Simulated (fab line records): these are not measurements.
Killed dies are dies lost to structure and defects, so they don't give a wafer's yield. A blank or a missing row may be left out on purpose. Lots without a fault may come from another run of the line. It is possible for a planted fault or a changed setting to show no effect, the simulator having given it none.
Chamber matching || flow berkeley-cmos170 || 3 sister chambers for UCB170_V2_CVD_00 on pecvd-03
The step deposits SiO2 from TEOS/O2, target thk 2000 nm, time 250 s. 3 wafers are shown with their chamber, then 7 later ones without.

WAFERS PAIRED WITH THEIR CHAMBERS
{"wafer": "L935.3", "chamber": 1, "heater-power-w (W)": 225}
{"wafer": "L935.6", "chamber": 2, "heater-power-w (W)": 152}
{"wafer": "L936.4", "chamber": 0, "heater-power-w (W)": 235}

WAFERS WHOSE CHAMBER IS MISSING
{"wafer": "L936.6", "heater-power-w (W)": 149}
{"wafer": "L938.1", "heater-power-w (W)": 222}
{"wafer": "L938.5", "heater-power-w (W)": 317}
{"wafer": "L938.6", "heater-power-w (W)": 148}
{"wafer": "L941.1", "heater-power-w (W)": 226}
{"wafer": "L941.5", "heater-power-w (W)": 148}
{"wafer": "L941.6", "heater-power-w (W)": 327}

EACH ONE'S CHAMBER
{"wafer": "L936.6", "from the rows above": "can't be placed: 2 or 1 or 0", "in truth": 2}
{"wafer": "L938.1", "from the rows above": "can't be placed: 1 or 0 or 2", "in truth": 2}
{"wafer": "L938.5", "from the rows above": "can't be placed: 0 or 1 or 2", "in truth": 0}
{"wafer": "L938.6", "from the rows above": "can't be placed: 2 or 1 or 0", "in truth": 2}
{"wafer": "L941.1", "from the rows above": "can't be placed: 1 or 0 or 2", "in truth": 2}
{"wafer": "L941.5", "from the rows above": "can't be placed: 2 or 1 or 0", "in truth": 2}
{"wafer": "L941.6", "from the rows above": "can't be placed: 0 or 1 or 2", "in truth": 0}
Correctly placed: 0 of 7. Can't be placed from these rows: 7 (the true chamber is among the candidates in 7). Number placed wrongly: 0.
How it was worked out, from the rows above alone: a wafer's distance from a chamber is the root of the sum, over the readings, of the square of ((its reading less the chamber's mean) divided by the reading's scatter). The wafer belongs to the nearest chamber; if the next one is less than 2 further off, it can't be placed. A chamber's mean is the mean of its shown wafers. The scatter: with one shown wafer a chamber, the root of the mean of the squares of how far each hidden wafer lies from its nearest shown one.
